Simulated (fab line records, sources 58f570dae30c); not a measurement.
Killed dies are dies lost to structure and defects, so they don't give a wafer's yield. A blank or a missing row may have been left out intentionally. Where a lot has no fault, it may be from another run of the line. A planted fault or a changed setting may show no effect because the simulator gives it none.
fab line records | flow berkeley_cmos170
[record] lots = 5 | wafers = 15 | last_day = 10
route steps=331 shown PVT@121 GATE@125 FIELD@126 PLDD@145
lots untouched by any fault: they come from a run of this same line in which no faults occurred
start_h: hours from the record's opening day to when the first of the lot's shown wafers began | wait_h: how many hours have passed since the lot's step before this one | " repeats the value in the row above | L1.1+2: a row that stands for several wafers | - no value, or no start was given | * or withheld: withheld | < > ~ a bound
route shown NAME@n: NAME is a module with steps in the file, n the number in the route of the first one | usual: mean and standard deviation over wafers with no fault | same: alike in all rows | chamber/n: place in a boat | sites: readings site by site | _std_site: the values' standard deviation | _edge_site: inner sites' mean taken away from outer sites' mean | radius_mm: how far each site lies from the wafer's centre | mask NAME#n: copy n | behind: tool/chamber where the wafer was last shaped | hold: what put the lot on hold/how long, in hours/how the hold closed | device: which transistor (n, p or np) failed to switch | end of line: the route-end tests of the same wafers | a step with no rows: only its recipe | killed: at the first sort, the dies lost to defects and structure; wafer yield is something else | map: shows each die of a wafer: x if killed, . if not, _ if none is there
set.NAME: setting as actually run; set.NAME@STEP: the setting as run at that earlier step | model.NAME: the simulator's own value behind a step, which no gauge read
a table for each step, a row for each wafer; lots at some steps of the route
services: the hour from which a tool's chamber was out of use, counted from the record's first day as start_h (under 0 if before that day), plus the number of hours and why
[[steps]]
[step UCB170_PVT_OVL_MEAS_06]
[usual] PVT_OVL = 3/5
lot.wafer | tool       | chamber | start_h | wait_h | PVT_OVL[nm]
L079.1    | overlay-02 | -       | 125.24  | -      | 8
L079.2    | "          | -       | "       | "      | 13
L079.6    | "          | -       | "       | "      | -2
L078.1    | overlay-01 | -       | 126.29  | -      | 6
L078.4    | "          | -       | "       | "      | 1
L078.6    | "          | -       | "       | "      | -3
L082.1    | overlay-02 | -       | 141.10  | -      | 8
L082.3    | "          | -       | "       | "      | 10
L082.6    | "          | -       | "       | "      | 10
L090.1    | overlay-01 | -       | 191.79  | -      | 4
L090.3    | "          | -       | "       | "      | 5
L090.6    | "          | -       | "       | "      | 10
L092.1    | overlay-02 | -       | 192.04  | -      | 4
L092.3    | "          | -       | "       | "      | 6
L092.6    | "          | -       | "       | "      | 4
[step UCB170_PVT_IMPLANT_07]
[recipe] species = P | dose_cm2 = 2e+12 | energy_kev = 30 | tilt_deg = 7
[usual] beam_energy_keV = 29.998/0.0098
lot.wafer | tool         | chamber | start_h | wait_h | beam_energy_keV
L079.1    | implanter-02 | 0       | 125.27  | 0.0    | 29.986
L079.2    | "            | 0       | "       | "      | 29.986
L079.6    | "            | 0       | "       | "      | 29.979
L078.1    | implanter-02 | 0       | 126.33  | 0.0    | 30.002
L078.4    | "            | 0       | "       | "      | 30.003
L078.6    | "            | 0       | "       | "      | 30.010
L082.1    | implanter-03 | 0       | 141.14  | 0.0    | 29.991
L082.3    | "            | 0       | "       | "      | 29.990
L082.6    | "            | 0       | "       | "      | 30.002
L090.1    | implanter-04 | 0       | 191.83  | 0.0    | 30.006
L090.3    | "            | 0       | "       | "      | 29.992
L090.6    | "            | 0       | "       | "      | 29.996
L092.1    | implanter-04 | 0       | 192.07  | 0.0    | 29.985
L092.3    | "            | 0       | "       | "      | 30.003
L092.6    | "            | 0       | "       | "      | 30.001
[step UCB170_PVT_STRIP_08]
[recipe] chemistry = O2 | power_w = 400 | pressure_mtorr = 3500 | platen_temp_c = withheld | o2_flow_sccm = 400 | overash_fraction = 0.5
[usual] chamber_pressure_mTorr = 3500/3.1 | drypump_motor_current_A = 5.6/0.59 | oes_product_au = 0.734/0.0043 | strip_time_to_endpoint_s = 21.67/0.069
lot.wafer | tool            | chamber | start_h | wait_h | chamber_pressure_mTorr | drypump_motor_current_A | oes_product_au | rf_hours_counter_h | strip_time_to_endpoint_s
L079.1    | plasma_asher-02 | 1       | 125.42  | 0.1    | 3501                   | 6.8                     | 0.736          | 37                 | 21.60
L079.2    | "               | 0       | "       | "      | 3499                   | 5.6                     | 0.741          | 37                 | 21.63
L079.6    | "               | 0       | "       | "      | 3499                   | 5.6                     | 0.731          | -                  | 21.60
L078.1    | plasma_asher-04 | 0       | 126.48  | 0.1    | 3503                   | 5.4                     | 0.736          | 46                 | 21.63
L078.4    | "               | 1       | "       | "      | 3504                   | 5.5                     | 0.734          | -                  | 21.68
L078.6    | "               | 0       | "       | "      | 3499                   | 5.4                     | 0.732          | -                  | 21.61
L082.1    | plasma_asher-04 | 1       | 141.29  | 0.1    | 3495                   | 5.5                     | 0.736          | 48                 | 21.67
L082.3    | "               | 0       | "       | "      | 3497                   | 5.4                     | 0.729          | -                  | 21.79
L082.6    | "               | 1       | "       | "      | 3496                   | 5.6                     | 0.728          | -                  | 21.70
L090.1    | plasma_asher-01 | 0       | 191.98  | 0.1    | 3499                   | 5.4                     | 0.733          | 52                 | 21.72
L090.3    | "               | 0       | "       | "      | 3500                   | 5.4                     | 0.733          | -                  | 21.73
L090.6    | "               | 0       | "       | "      | 3501                   | 5.5                     | 0.729          | -                  | 21.65
L092.1    | plasma_asher-02 | 0       | 192.22  | 0.1    | 3497                   | 5.6                     | 0.739          | 45                 | 21.54
L092.3    | "               | 1       | "       | "      | 3498                   | 6.8                     | 0.734          | -                  | 21.55
L092.6    | "               | 0       | "       | "      | 3500                   | 5.6                     | 0.729          | -                  | 21.60
[step UCB170_PVT_TW_MEAS_09]
[usual] PVT_TW = 508/5.6
lot.wafer | tool          | chamber | start_h | wait_h | PVT_TW
L079.1    | film_metro-03 | -       | 125.52  | 0.1    | 516
L079.2    | "             | -       | "       | "      | 514
L079.6    | "             | -       | "       | "      | 513
L078.1    | film_metro-04 | -       | 126.58  | 0.1    | 512
L078.4    | "             | -       | "       | "      | 512
L078.6    | "             | -       | "       | "      | 512
L082.1    | film_metro-01 | -       | 141.39  | 0.1    | 497
L082.3    | "             | -       | "       | "      | 497
L082.6    | "             | -       | "       | "      | 497
L090.1    | film_metro-01 | -       | 192.08  | 0.1    | 502
L090.3    | "             | -       | "       | "      | 505
L090.6    | "             | -       | "       | "      | 501
L092.1    | film_metro-03 | -       | 192.32  | 0.1    | 515
L092.3    | "             | -       | "       | "      | 516
L092.6    | "             | -       | "       | "      | 513
[step UCB170_GATE_WET_ETCH_00]
[recipe] chemistry = dHF | dilution = 25:1 | target = SiO2 | temp_c = 25 | time_s = 200
[usual] bath_heat_duty_pct = 6.3/0.7
lot.wafer | tool         | chamber | start_h | wait_h | bath_heat_duty_pct
L079.1    | wet_bench-03 | 3       | 125.58  | 0.1    | 6.4
L079.2    | "            | 3       | "       | "      | 6.2
L079.6    | "            | 3       | "       | "      | 7.7
L078.1    | wet_bench-02 | 1       | 126.64  | 0.1    | 7.6
L078.4    | "            | 1       | "       | "      | 6.4
L078.6    | "            | 1       | "       | "      | 6.8
L082.1    | wet_bench-04 | 2       | 141.45  | 0.1    | 6.7
L082.3    | "            | 2       | "       | "      | 6.9
L082.6    | "            | 2       | "       | "      | 7.4
L090.1    | wet_bench-04 | 3       | 192.88  | 0.8    | 5.8
L090.3    | "            | 3       | "       | "      | 5.5
L090.6    | "            | 3       | "       | "      | 5.9
L092.1    | wet_bench-04 | 3       | 192.88  | 0.5    | 5.7
L092.3    | "            | 3       | "       | "      | 5.4
L092.6    | "            | 3       | "       | "      | 5.6
[step UCB170_FIELD_THK_MEAS_91]
[recipe] reads = SiO2_of_FIELD_OXIDATION_01
[usual] FIELD_OXIDE_LEFT_2_THK = 354/10
lot.wafer | tool          | chamber | start_h | wait_h | FIELD_OXIDE_LEFT_2_THK[nm]
L079.1    | film_metro-04 | -       | 125.65  | 0.0    | 351
L079.2    | "             | -       | "       | "      | 353
L079.6    | "             | -       | "       | "      | 348
L078.1    | film_metro-01 | -       | 126.70  | 0.0    | 348
L078.4    | "             | -       | "       | "      | 355
L078.6    | "             | -       | "       | "      | 363
L082.1    | film_metro-01 | -       | 141.51  | 0.0    | 360
L082.3    | "             | -       | "       | "      | 352
L082.6    | "             | -       | "       | "      | 365
L090.1    | film_metro-04 | -       | 192.94  | 0.0    | 348
L090.3    | "             | -       | "       | "      | 338
L090.6    | "             | -       | "       | "      | 345
L092.1    | film_metro-01 | -       | 192.94  | 0.0    | 340
L092.3    | "             | -       | "       | "      | 343
L092.6    | "             | -       | "       | "      | 342
[step UCB170_GATE_OXIDATION_01]
[recipe] temp_c = 850 | ambient = O2 | target_thk_a = 66 | ox_time_s = 1800
[usual] tube_center_temp_C = 850/0.07
lot.wafer | tool       | chamber | start_h | wait_h | tube_center_temp_C
L078.1    | furnace-03 | 0       | 130.76  | 4.0    | 849.93
L078.4    | "          | 0       | "       | "      | 849.87
L078.6    | "          | 0       | "       | "      | 850.06
L079.1    | furnace-03 | 0       | 130.76  | 5.1    | 850
L079.2    | "          | 0       | "       | "      | 849.86
L079.6    | "          | 0       | "       | "      | 850.03
L082.1    | furnace-04 | 0       | 142.79  | 1.3    | 849.97
L082.3    | "          | 0       | "       | "      | 850.17
L082.6    | "          | 0       | "       | "      | 850.03
L090.1    | furnace-03 | 0       | 194.93  | 2.0    | 849.94
L090.3    | "          | 0       | "       | "      | 850.04
L090.6    | "          | 0       | "       | "      | 849.94
L092.1    | furnace-03 | 0       | 194.93  | 2.0    | 849.87
L092.3    | "          | 0       | "       | "      | 850.05
L092.6    | "          | 0       | "       | "      | 849.96
[step UCB170_GATE_THK_MEAS_02]
[recipe] reads = SiO2_of_GATE_OXIDATION_01
[usual] GATE_OXIDE_THK = 6.64/0.16
lot.wafer | tool          | chamber | start_h | wait_h | GATE_OXIDE_THK[nm]
L079.1    | film_metro-01 | -       | 132.26  | 0.0    | 6.63
L079.2    | "             | -       | "       | "      | 6.70
L079.6    | "             | -       | "       | "      | 6.73
L078.1    | film_metro-02 | -       | 132.30  | 0.0    | 6.89
L078.4    | "             | -       | "       | "      | 6.79
L078.6    | "             | -       | "       | "      | 6.80
L082.1    | film_metro-02 | -       | 144.29  | 0.0    | 6.64
L082.3    | "             | -       | "       | "      | 6.57
L082.6    | "             | -       | "       | "      | 6.70
L090.1    | film_metro-03 | -       | 196.43  | 0.0    | 6.30
L090.3    | "             | -       | "       | "      | 6.44
L090.6    | "             | -       | "       | "      | 6.28
L092.1    | film_metro-02 | -       | 196.43  | 0.0    | 6.37
L092.3    | "             | -       | "       | "      | 6.47
L092.6    | "             | -       | "       | "      | 6.52
[step UCB170_GATE_ANNEAL_03]
[recipe] temp_c = 900 | time_s = 1800 | ambient = N2
[usual] tube_center_temp_C = 900/0.082
lot.wafer | tool       | chamber | start_h | wait_h | tube_center_temp_C
L078.1    | furnace-03 | 0       | 133.93  | 1.6    | 899.94
L078.4    | "          | 0       | "       | "      | 900.13
L078.6    | "          | 0       | "       | "      | 899.91
L079.1    | furnace-03 | 0       | 133.93  | 1.7    | 900.1
L079.2    | "          | 0       | "       | "      | 899.97
L079.6    | "          | 0       | "       | "      | 900
L082.1    | furnace-04 | 0       | 145.62  | 1.3    | 900.06
L082.3    | "          | 0       | "       | "      | 899.94
L082.6    | "          | 0       | "       | "      | 900.04
L090.1    | furnace-04 | 0       | 199.94  | 3.5    | 900.01
L090.3    | "          | 0       | "       | "      | 900.16
L090.6    | "          | 0       | "       | "      | 900.04
L092.1    | furnace-04 | 0       | 199.94  | 3.5    | 900.01
L092.3    | "          | 0       | "       | "      | 899.96
L092.6    | "          | 0       | "       | "      | 899.98
[step UCB170_GATE_CVD_04]
[recipe] material = poly-Si | temp_c = 610 | precursor = SiH4 | time_s = 1440 | pressure_mtorr = 375 | target_thk_nm = 214 | sih4_flow_sccm = 120
lot.wafer  | tool     | chamber | start_h | wait_h
L078.1+4+6 | lpcvd-01 | 1       | 136.70  | 1.3
L079.1+2+6 | lpcvd-01 | 0       | 136.70  | 1.3
L082.1+3+6 | lpcvd-02 | 0       | 147.12  | 0.0
L090.1+3+6 | lpcvd-01 | 0       | 201.72  | 0.3
L092.1+3+6 | lpcvd-01 | 0       | 201.72  | 0.3
[step UCB170_GATE_THK_MEAS_05]
[recipe] reads = poly-Si_of_GATE_CVD_04
[usual] GATE_POLY_THK = 213.7/2.3
lot.wafer | tool          | chamber | start_h | wait_h | GATE_POLY_THK[nm]
L078.1    | film_metro-01 | -       | 138.10  | 0.0    | 214.8
L078.4    | "             | -       | "       | "      | 216.2
L078.6    | "             | -       | "       | "      | 214.7
L079.1    | film_metro-02 | -       | 138.10  | 0.0    | 212.9
L079.2    | "             | -       | "       | "      | 212.7
L079.6    | "             | -       | "       | "      | 212.4
L082.1    | film_metro-03 | -       | 148.52  | 0.0    | 216.1
L082.3    | "             | -       | "       | "      | 217.4
L082.6    | "             | -       | "       | "      | 218.2
L090.1    | film_metro-02 | -       | 203.12  | 0.0    | 216.3
L090.3    | "             | -       | "       | "      | 215.2
L090.6    | "             | -       | "       | "      | 214.0
L092.1    | film_metro-03 | -       | 203.12  | 0.0    | 213.1
L092.3    | "             | -       | "       | "      | 216.0
L092.6    | "             | -       | "       | "      | 215.6
[step UCB170_GATE_COAT_06]
[recipe] resist = BARC | temp_c = withheld | time_s = withheld | spin_rpm = 3000 | resist_thk_nm = withheld
[usual] dispense_pressure_kPa = 49.0/2.1
lot.wafer | tool           | chamber | start_h | wait_h | dispense_pressure_kPa
L079.1    | litho_track-02 | 0       | 138.61  | 0.5    | 46.1
L079.2    | "              | 0       | "       | "      | 46.1
L079.6    | "              | 0       | "       | "      | 46.1
L078.1    | litho_track-03 | 0       | 138.70  | 0.6    | 49.3
L078.4    | "              | 0       | "       | "      | 49.2
L078.6    | "              | 0       | "       | "      | 49.2
L082.1    | litho_track-03 | 0       | 148.58  | 0.1    | 49.3
L082.3    | "              | 0       | "       | "      | 49.3
L082.6    | "              | 0       | "       | "      | 49.3
L092.1    | litho_track-01 | 0       | 203.19  | 0.1    | 51.1
L092.3    | "              | 0       | "       | "      | 51.1
L092.6    | "              | 0       | "       | "      | 51.2
L090.1    | litho_track-03 | 0       | 203.48  | 0.3    | 49.3
L090.3    | "              | 0       | "       | "      | 49.3
L090.6    | "              | 0       | "       | "      | 49.2
[step UCB170_GATE_COAT_07]
[recipe] resist = KrF | spin_rpm = 1500 | resist_thk_nm = 900
[usual] dispense_pressure_kPa = 49.1/2.1
lot.wafer | tool           | chamber | start_h | wait_h | dispense_pressure_kPa
L079.1    | litho_track-02 | 0       | -       | -      | 46.1
L079.2    | "              | 0       | "       | "      | 46.1
L079.6    | "              | 0       | "       | "      | 46.1
L078.1    | litho_track-03 | 0       | -       | -      | 49.3
L078.4    | "              | 0       | "       | "      | 49.3
L078.6    | "              | 0       | "       | "      | 49.3
L082.1    | litho_track-03 | 0       | -       | -      | 49.3
L082.3    | "              | 0       | "       | "      | 49.4
L082.6    | "              | 0       | "       | "      | 49.4
L092.1    | litho_track-01 | 0       | -       | -      | 51.2
L092.3    | "              | 0       | "       | "      | 51.2
L092.6    | "              | 0       | "       | "      | 51.2
L090.1    | litho_track-03 | 0       | -       | -      | 49.4
L090.3    | "              | 0       | "       | "      | 49.4
L090.6    | "              | 0       | "       | "      | 49.4
[step UCB170_GATE_SOFTBAKE_08]
[recipe] resist = KrF | temp_c = 131 | time_s = 60
lot.wafer  | tool           | chamber | start_h | wait_h
L079.1+2+6 | litho_track-02 | 0       | -       | -
L078.1+4+6 | litho_track-03 | 0       | -       | -
L082.1+3+6 | litho_track-03 | 0       | -       | -
L092.1+3+6 | litho_track-01 | 0       | -       | -
L090.1+3+6 | litho_track-03 | 0       | -       | -
[step UCB170_GATE_EXPOSE_09]
[recipe] mask_id = POLY | target_cd_nm = 350 | na = 0.5 | sigma_outer = 0.6 | source_shape = conventional | dose_mj = 21
lot.wafer  | tool           | chamber | start_h | wait_h | mask
L079.1+2+6 | krf_scanner-02 | 0       | 139.20  | -      | POLY#0
L078.1+4+6 | krf_scanner-02 | 0       | 139.43  | -      | POLY#0
L082.1+3+6 | krf_scanner-02 | 0       | 149.03  | -      | POLY#0
L092.1+3+6 | krf_scanner-02 | 0       | 203.64  | -      | POLY#0
L090.1+3+6 | krf_scanner-02 | 0       | 203.96  | -      | POLY#0
[step UCB170_GATE_PEB_10]
[recipe] peb_temp_c = 130 | peb_time_s = withheld | resist = KrF
lot.wafer  | tool           | chamber | start_h | wait_h
L079.1+2+6 | litho_track-01 | 0       | 139.87  | 0.7
L078.1+4+6 | litho_track-03 | 0       | 140.15  | 0.7
L082.1+3+6 | litho_track-03 | 0       | 149.48  | 0.4
L092.1+3+6 | litho_track-01 | 0       | 203.92  | 0.3
L090.1+3+6 | litho_track-02 | 0       | 204.13  | 0.1
[step UCB170_GATE_DEVELOP_11]
[recipe] developer = TMAH | develop_time_s = 45 | resist = KrF | dev_temp_c = 21
lot.wafer  | tool           | chamber | start_h | wait_h
L079.1+2+6 | litho_track-01 | 0       | -       | -
L078.1+4+6 | litho_track-03 | 0       | -       | -
L082.1+3+6 | litho_track-03 | 0       | -       | -
L092.1+3+6 | litho_track-01 | 0       | -       | -
L090.1+3+6 | litho_track-02 | 0       | -       | -
[step UCB170_GATE_CD_MEAS_12]
[recipe] target_cd_nm = 350
[usual] cd_nm = 350.2/1.5
lot.wafer | tool      | chamber | start_h | wait_h | cd_nm
L079.1    | cd_sem-01 | -       | 140.22  | -      | 349.9
L079.2    | "         | -       | "       | "      | 349.6
L079.6    | "         | -       | "       | "      | 348.1
L078.1    | cd_sem-01 | -       | 140.42  | -      | 351.4
L078.4    | "         | -       | "       | "      | 353.1
L078.6    | "         | -       | "       | "      | 351.9
L082.1    | cd_sem-01 | -       | 149.76  | -      | 349.2
L082.3    | "         | -       | "       | "      | 349.0
L082.6    | "         | -       | "       | "      | 347.8
L092.1    | cd_sem-02 | -       | 204.19  | -      | 349.7
L092.3    | "         | -       | "       | "      | 349.3
L092.6    | "         | -       | "       | "      | 349.7
L090.1    | cd_sem-01 | -       | 204.41  | -      | 348.4
L090.3    | "         | -       | "       | "      | 348.9
L090.6    | "         | -       | "       | "      | 350.5
[step UCB170_GATE_OVL_MEAS_13]
[usual] GATE_OVL = 1/6.3
lot.wafer | tool       | chamber | start_h | wait_h | GATE_OVL[nm]
L079.1    | overlay-01 | -       | 140.34  | 0.1    | 1
L079.2    | "          | -       | "       | "      | -2
L079.6    | "          | -       | "       | "      | 8
L078.1    | overlay-01 | -       | 140.54  | 0.1    | 5
L078.4    | "          | -       | "       | "      | 2
L078.6    | "          | -       | "       | "      | -5
L082.1    | overlay-02 | -       | 149.88  | 0.1    | 9
L082.3    | "          | -       | "       | "      | 12
L082.6    | "          | -       | "       | "      | 2
L092.1    | overlay-02 | -       | 204.31  | 0.1    | -8
L092.3    | "          | -       | "       | "      | -3
L092.6    | "          | -       | "       | "      | -5
L090.1    | overlay-02 | -       | 204.53  | 0.1    | -3
L090.3    | "          | -       | "       | "      | 2
L090.6    | "          | -       | "       | "      | 9
[step UCB170_GATE_ETCH_14]
[recipe] chemistry = N2/H2 | target_depth_a = withheld | overetch_a = withheld | target = BARC | time_s = withheld | source_w = 500 | bias_w = 100 | pressure_mtorr = 30 | n2_flow_sccm = 100 | h2_flow_sccm = 200
[usual] chamber_pressure_mTorr = 30.000/0.023 | drypump_motor_current_A = 5.5/0.41 | oes_product_au = 1.000/0.018 | throttle_valve_pct = 13.34/0.11
lot.wafer | tool        | chamber | start_h | wait_h | chamber_pressure_mTorr | drypump_motor_current_A | oes_product_au | throttle_valve_pct
L079.1    | rie_diel-01 | 1       | 140.38  | 0.0    | 29.991                 | 6.2                     | 1.035          | 13.32
L079.2    | "           | 2       | "       | "      | 30.049                 | 5.9                     | 1.004          | 13.25
L079.6    | "           | 2       | "       | "      | 30.001                 | 5.9                     | 1.003          | 13.25
L078.1    | rie_diel-03 | 3       | 140.58  | 0.0    | 30.007                 | 5.0                     | 1.006          | 13.32
L078.4    | "           | 3       | "       | "      | 29.970                 | 5.0                     | 1.009          | 13.33
L078.6    | "           | 0       | "       | "      | 30.029                 | 5.4                     | 0.998          | 13.33
L082.1    | rie_diel-01 | 2       | 149.92  | 0.0    | 29.963                 | 5.8                     | 1.010          | 13.24
L082.3    | "           | 1       | "       | "      | 30.076                 | 6.2                     | 1.030          | 13.33
L082.6    | "           | 1       | "       | "      | 30.023                 | 6.2                     | 1.032          | 13.34
L092.1    | rie_diel-04 | 1       | 204.35  | 0.0    | 30.000                 | 5.0                     | 0.993          | 13.38
L092.3    | "           | 2       | "       | "      | 30.020                 | 5.3                     | 0.972          | 13.44
L092.6    | "           | 1       | "       | "      | 29.980                 | 4.9                     | 0.996          | 13.38
L090.1    | rie_diel-03 | 1       | 204.56  | 0.0    | 29.975                 | 5.7                     | 1.006          | 13.53
L090.3    | "           | 2       | "       | "      | 30.006                 | 4.9                     | 1.001          | 13.16
L090.6    | "           | 3       | "       | "      | 29.962                 | 5.0                     | 1.007          | 13.32
[step UCB170_GATE_ETCH_15]
[recipe] chemistry = HBr/Cl2 | target = poly-Si | stop_on = SiO2 | over_etch_frac = 0.3 | icp_w = 300 | bias_w = 150 | time_s = 56.3 | pressure_mtorr = 15 | HBr_flow_sccm = 150 | Cl2_flow_sccm = 50 | target_depth_a = 2782
[usual] chamber_pressure_mTorr = 15.000/0.013 | drypump_motor_current_A = 5.7/0.46 | oes_product_au = 0.828/0.01 | throttle_valve_pct = 26.46/0.2
lot.wafer | tool      | chamber | start_h | wait_h | chamber_pressure_mTorr | drypump_motor_current_A | oes_product_au | rf_hours_counter_h | throttle_valve_pct
L079.1    | rie_si-01 | 1       | 140.42  | -      | 14.988                 | 6.1                     | 0.824          | 72                 | 26.56
L079.2    | "         | 2       | "       | "      | 14.994                 | 5.7                     | 0.828          | 10                 | 26.38
L079.6    | "         | 0       | "       | "      | 14.994                 | 6.3                     | 0.831          | -                  | 26.17
L078.1    | rie_si-02 | 3       | 140.62  | -      | 15.002                 | 5.4                     | 0.822          | 1                  | 26.73
L078.4    | "         | 2       | "       | "      | 14.984                 | 5.5                     | 0.842          | -                  | 26.64
L078.6    | "         | 3       | "       | "      | 15.002                 | 5.4                     | 0.830          | -                  | 26.71
L082.1    | rie_si-01 | 0       | 149.96  | -      | 15.004                 | 6.2                     | 0.831          | 126                | 26.18
L082.3    | "         | 1       | "       | "      | 14.999                 | 6.2                     | 0.837          | 72                 | 26.55
L082.6    | "         | 3       | "       | "      | 14.985                 | 4.9                     | 0.845          | -                  | 26.20
L092.1    | rie_si-02 | 1       | 204.39  | -      | 14.984                 | 5.3                     | 0.811          | 1                  | 26.53
L092.3    | "         | 3       | "       | "      | 15.007                 | 5.4                     | 0.829          | 1                  | 26.73
L092.6    | "         | 1       | "       | "      | 14.994                 | 5.3                     | 0.827          | -                  | 26.52
L090.1    | rie_si-01 | 0       | 204.60  | -      | 14.989                 | 6.3                     | 0.840          | 0                  | 26.14
L090.3    | "         | 1       | "       | "      | 15.009                 | 6.2                     | 0.824          | 72                 | 26.58
L090.6    | "         | 1       | "       | "      | 15.003                 | 6.1                     | 0.828          | -                  | 26.56
[step UCB170_GATE_STRIP_16]
[recipe] chemistry = O2 | power_w = 400 | pressure_mtorr = 3500 | platen_temp_c = withheld | o2_flow_sccm = 400 | overash_fraction = 0.5
[usual] chamber_pressure_mTorr = 3500/3.5 | drypump_motor_current_A = 5.7/0.58 | oes_product_au = 0.723/0.0049
lot.wafer | tool            | chamber | start_h | wait_h | chamber_pressure_mTorr | drypump_motor_current_A | oes_product_au | rf_hours_counter_h
L079.1    | plasma_asher-01 | 0       | 140.47  | 0.0    | 3509                   | 5.4                     | 0.724          | 46
L079.2    | "               | 1       | "       | "      | 3503                   | 4.9                     | 0.727          | 46
L079.6    | "               | 1       | "       | "      | 3500                   | 4.9                     | 0.731          | -
L078.1    | plasma_asher-02 | 0       | 140.67  | 0.0    | 3499                   | 5.6                     | 0.725          | 39
L078.4    | "               | 1       | "       | "      | 3502                   | 6.8                     | 0.714          | -
L078.6    | "               | 1       | "       | "      | 3499                   | 6.8                     | 0.719          | -
L082.1    | plasma_asher-03 | 1       | 150.01  | 0.0    | 3496                   | 6.0                     | 0.728          | 1
L082.3    | "               | 0       | "       | "      | 3505                   | 5.7                     | 0.728          | -
L082.6    | "               | 1       | "       | "      | 3506                   | 6.0                     | 0.720          | -
L092.1    | plasma_asher-02 | 0       | 204.44  | 0.0    | 3498                   | 5.6                     | 0.728          | 46
L092.3    | "               | 0       | "       | "      | 3492                   | 5.6                     | 0.723          | -
L092.6    | "               | 0       | "       | "      | 3508                   | 5.6                     | 0.715          | -
L090.1    | plasma_asher-03 | 1       | 204.65  | 0.0    | 3507                   | 5.9                     | 0.719          | 7
L090.3    | "               | 1       | "       | "      | 3497                   | 5.9                     | 0.723          | -
L090.6    | "               | 1       | "       | "      | 3500                   | 6.0                     | 0.722          | -
[step UCB170_GATE_CD_MEAS_90]
[recipe] target_cd_nm = 350
[usual] cd_nm = 350.1/1.5
lot.wafer | tool      | chamber | start_h | wait_h | cd_nm
L079.1    | cd_sem-01 | -       | 140.57  | 0.1    | 350.6
L079.2    | "         | -       | "       | "      | 349.6
L079.6    | "         | -       | "       | "      | 348.5
L078.1    | cd_sem-01 | -       | 140.77  | 0.1    | 351.6
L078.4    | "         | -       | "       | "      | 353.7
L078.6    | "         | -       | "       | "      | 352.5
L082.1    | cd_sem-02 | -       | 150.11  | 0.1    | 349.0
L082.3    | "         | -       | "       | "      | 349.4
L082.6    | "         | -       | "       | "      | 347.4
L092.1    | cd_sem-02 | -       | 204.59  | 0.1    | 349.2
L092.3    | "         | -       | "       | "      | 348.8
L092.6    | "         | -       | "       | "      | 349.9
L090.1    | cd_sem-01 | -       | 204.77  | 0.1    | 349.1
L090.3    | "         | -       | "       | "      | 348.3
L090.6    | "         | -       | "       | "      | 351.5
[step UCB170_GATE_CLEAN_17]
[recipe] chemistry = SPM | temp_c = 120 | time_s = 600
[usual] bath_heat_duty_pct = 13.5/1.3
lot.wafer | tool         | chamber | start_h | wait_h | bath_heat_duty_pct
L079.1    | wet_bench-04 | 1       | 140.73  | 0.1    | 14.1
L079.2    | "            | 1       | "       | "      | 15.6
L079.6    | "            | 1       | "       | "      | 13.1
L078.1    | wet_bench-04 | 2       | 140.91  | 0.1    | 16.4
L078.4    | "            | 2       | "       | "      | 17.4
L078.6    | "            | 2       | "       | "      | 14.8
L082.1    | wet_bench-03 | 3       | 150.23  | 0.1    | 15.3
L082.3    | "            | 3       | "       | "      | 13.7
L082.6    | "            | 3       | "       | "      | 14.5
L092.1    | wet_bench-03 | 1       | 204.71  | 0.1    | 13.3
L092.3    | "            | 1       | "       | "      | 13.0
L092.6    | "            | 1       | "       | "      | 12.5
L090.1    | wet_bench-03 | 1       | 204.89  | 0.1    | 12.8
L090.3    | "            | 1       | "       | "      | 13.1
L090.6    | "            | 1       | "       | "      | 13.0
[step UCB170_PLDD_HMDS_00]
[recipe] prime_time_s = 60 | prime_temp_c = 100
lot.wafer  | tool           | chamber | start_h | wait_h
L079.1+2+6 | litho_track-03 | 0       | 141.32  | 0.4
L078.1+4+6 | litho_track-04 | 0       | 142.00  | 0.9
L082.1+3+6 | litho_track-03 | 0       | 150.41  | 0.0
L092.1+3+6 | litho_track-04 | 0       | 204.88  | 0.0
L090.1+3+6 | litho_track-02 | 0       | 205.06  | 0.0
[step UCB170_PLDD_COAT_01]
[recipe] resist = KrF | spin_rpm = 1500 | resist_thk_nm = 900
[usual] dispense_pressure_kPa = 48.0/1.3
lot.wafer | tool           | chamber | start_h | wait_h | dispense_pressure_kPa
L079.1    | litho_track-03 | 0       | 141.47  | 0.1    | 49.3
L079.2    | "              | 0       | "       | "      | 49.4
L079.6    | "              | 0       | "       | "      | 49.3
L078.1    | litho_track-04 | 0       | 142.15  | 0.1    | 48.0
L078.4    | "              | 0       | "       | "      | 48.0
L078.6    | "              | 0       | "       | "      | 48.0
L082.1    | litho_track-03 | 0       | 150.56  | 0.1    | 49.3
L082.3    | "              | 0       | "       | "      | 49.3
L082.6    | "              | 0       | "       | "      | 49.3
L092.1    | litho_track-04 | 0       | 205.03  | 0.1    | 48.0
L092.3    | "              | 0       | "       | "      | 48.0
L092.6    | "              | 0       | "       | "      | 48.0
L090.1    | litho_track-02 | 0       | 205.21  | 0.1    | 46.1
L090.3    | "              | 0       | "       | "      | 46.1
L090.6    | "              | 0       | "       | "      | 46.1
[step UCB170_PLDD_SOFTBAKE_02]
[recipe] resist = KrF | temp_c = 130 | time_s = 60
lot.wafer  | tool           | chamber | start_h | wait_h
L079.1+2+6 | litho_track-03 | 0       | 141.62  | 0.1
L078.1+4+6 | litho_track-04 | 0       | 142.30  | 0.1
L082.1+3+6 | litho_track-03 | 0       | 150.71  | 0.1
L092.1+3+6 | litho_track-04 | 0       | 205.18  | 0.1
L090.1+3+6 | litho_track-02 | 0       | 205.36  | 0.1
[[services]]
tool            | chamber | start_h | hours | kind
krf_scanner-02  | -       | 107.83  | 0.5   | repair
implanter-02    | -       | 112.05  | 4.4   | pm
implanter-04    | -       | 114.78  | 19.6  | repair
plasma_asher-03 | -       | 116.34  | 9.0   | pm
krf_scanner-02  | -       | 117.24  | 0.8   | pm
furnace-03      | -       | 119.72  | 2.9   | pm
rie_si-02       | -       | 120.94  | 0.2   | repair
plasma_asher-03 | -       | 131.76  | 13.2  | pm
plasma_asher-04 | -       | 132.16  | 1.1   | repair
lpcvd-02        | -       | 140.94  | 6.0   | pm
implanter-03    | -       | 142.36  | 2.5   | repair
rie_diel-01     | 0       | 146.73  | 1.7   | repair
krf_scanner-02  | -       | 150.61  | 1.3   | pm
implanter-02    | -       | 152.41  | 20.5  | pm
rie_diel-01     | 2       | 153.41  | 18.0  | repair
furnace-03      | -       | 159.53  | 4.1   | pm
krf_scanner-02  | -       | 165.43  | 0.9   | repair
implanter-03    | -       | 173.52  | 20.2  | pm
rie_diel-01     | 1       | 175.21  | 5.9   | repair
rie_diel-03     | 3       | 177.61  | 6.7   | repair
krf_scanner-02  | -       | 178.76  | 0.4   | repair
implanter-02    | -       | 179.00  | 0.8   | repair
wet_bench-04    | -       | 189.31  | 1.9   | repair
implanter-04    | -       | 199.92  | 0.6   | repair
[[key]]
fault none
